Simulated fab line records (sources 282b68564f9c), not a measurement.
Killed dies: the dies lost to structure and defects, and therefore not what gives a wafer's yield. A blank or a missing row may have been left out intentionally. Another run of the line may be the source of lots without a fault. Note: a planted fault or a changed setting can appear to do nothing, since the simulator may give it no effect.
What tool caused it? | flow rit cmos | 45 wafers sampled from 15 lots at 1 step of a route of 202

== WHAT EACH GAUGE READ, for each wafer ==
The record holds no reading of a measuring or inspecting step that can be judged against a usual standard deviation.

== WHAT TOOL EACH LOT RAN ON (gives the tool, then ch and the chambers of the sampled wafers, and finally the start) ==
lot  | RIT_GATE_EXPOSE_13
L934 | iline stepper-01 ch 0, day 2 14:22
L936 | iline stepper-02 ch 0, day 3 05:58
L938 | iline stepper-01 ch 0, day 3 10:16
L939 | iline stepper-01 ch 0, day 3 14:31
L940 | iline stepper-01, day 4 02:07
L941 | iline stepper-02, day 4 03:47
L942 | iline stepper-01, day 4 07:37
L948 | iline stepper-02 ch 0, day 5 10:53
L950 | iline stepper-02 ch 0, day 5 19:40
L952 | iline stepper-01 ch 0, day 6 07:59
L953 | iline stepper-02 ch 0, day 6 11:38
L954 | iline stepper-02 ch 0, day 6 15:42
L955 | iline stepper-01 ch 0, day 6 22:36
L956 | iline stepper-02 ch 0, day 7 03:44
L957 | iline stepper-02 ch 0, day 7 07:14
- RIT_GATE_EXPOSE_13: exposes mask M6, target cd 150 nm.

== AS READ BY THE TOOLS THEMSELVES (means over the sampled wafers that have a number; for cases with no such wafer, the mark the record gives instead) ==
RIT_GATE_EXPOSE_13.
lot  | tool             | exposure dose mJ cm2 | focus offset nm (nm)
L934 | iline stepper-01 | 380.9                | 0.5
L936 | iline stepper-02 | 380.4                | -0.7
L938 | iline stepper-01 | 380.6                | 0.6
L939 | iline stepper-01 | 380.7                | -0.4
L940 | iline stepper-01 | -                    | -
L941 | iline stepper-02 | -                    | -
L942 | iline stepper-01 | -                    | -
L948 | iline stepper-02 | 380.9                | 0.0
L950 | iline stepper-02 | 380.7                | 0.7
L952 | iline stepper-01 | 380.8                | 0.4
L953 | iline stepper-02 | 381.2                | -0.1
L954 | iline stepper-02 | 380.8                | 0.6
L955 | iline stepper-01 | 380.5                | 0.2
L956 | iline stepper-02 | 380.8                | -0.5
L957 | iline stepper-02 | 380.7                | -0.0

== THE ANSWER, worked out from the rows above alone ==
Rule: the lots themselves supply what counts as usual. Put in order of their means at a reading, lots are off if they are a third of the lots or fewer, leave a main group of 4 or more, and stand apart from it by a gap of 3 or more times the standard deviation of the main group's means; of several such gaps the widest counts. If all means in a main group match to the digits the tables above print for the reading, that group is not used. Also off: a lot with no number at a reading for which 4 or more lots have one. Where the step has rows for the other lots, those lots are counted as sound. First the gauges in route order, then the tools' own readings, where a lot's mean is used as printed above. The first step at which some lot is off is used, and at that step the reading that is off furthest; a lot without a number counts as furthest.
Off: L940, L941, L942, at RIT_GATE_EXPOSE_13 (exposure dose mJ cm2). Without a number there: L940, L941, L942. The main group has a mean of 380.8 with a standard deviation of 0.2.
A tool fits if, at that step or a process step before it, it ran every lot that is off, and no sound lot after the first of them. Of those tried, none fits.

== WHAT THE SIMULATOR HAD PUT IN ==
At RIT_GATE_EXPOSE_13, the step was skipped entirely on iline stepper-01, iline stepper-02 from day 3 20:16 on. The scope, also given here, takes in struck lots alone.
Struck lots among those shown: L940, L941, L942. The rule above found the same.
